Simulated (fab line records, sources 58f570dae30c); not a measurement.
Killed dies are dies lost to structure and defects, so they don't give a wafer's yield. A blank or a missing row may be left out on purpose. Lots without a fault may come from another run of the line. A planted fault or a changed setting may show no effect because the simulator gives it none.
Which tool did it? | flow berkeley_cmos170 | 7 lots, 21 wafers sampled, at 2 steps of a route of 331

WHAT THE GAUGES READ, wafer by wafer
UCB170_M1_THK_MEAS_02: measures by xrf.
lot  | measured     | on            | M1_AL_THK (nm)
L324 | day 8 05:01  | film_metro-02 | 588 589 588
L325 | day 8 22:11  | film_metro-02 | 588 600 591
L329 | day 9 11:02  | film_metro-03 | 591 596 594
L330 | day 9 21:25  | film_metro-02 | 587 582 588
L332 | day 10 07:53 | film_metro-01 | 601 607 601
L338 | day 11 02:20 | film_metro-02 | 594 591 588
L341 | day 12 02:41 | film_metro-01 | 601 602 595

WHICH TOOL RAN EACH LOT (tool, then ch and the chambers of the sampled wafers, then the start)
lot  | UCB170_CONTACT_ETCH_17
L324 | rie_diel-02 ch 2,3, day 8 04:15
L325 | rie_diel-02 ch 1,2, day 8 21:27
L329 | rie_diel-03 ch 0,3, day 9 10:14
L330 | rie_diel-02 ch 0,2, day 9 20:36
L332 | rie_diel-04 ch 0,3, day 10 07:07
L338 | rie_diel-04 ch 0,2,3, day 11 01:34
L341 | rie_diel-04 ch 0,1,2, day 12 01:55
- UCB170_CONTACT_ETCH_17: etches BARC in N2/H2.

THE ANSWER, worked out from the rows above alone
Rule: what is usual is taken from the lots themselves. Put in order of their means at a reading, lots are off if they are a third of the lots or fewer, leave a main group of 4 or more, and stand apart from it by a gap of 3 or more times the standard deviation of the main group's means; of several such gaps the widest counts. A main group whose means are all the same, to the digits that the tables above print for the reading, isn't used. A lot without any number at a reading at which 4 lots or more have one is off too. The other lots that the step has rows for count as sound.
No lot is off at any reading shown: from this, nothing can be told.

WHAT THE SIMULATOR HAD PUT IN
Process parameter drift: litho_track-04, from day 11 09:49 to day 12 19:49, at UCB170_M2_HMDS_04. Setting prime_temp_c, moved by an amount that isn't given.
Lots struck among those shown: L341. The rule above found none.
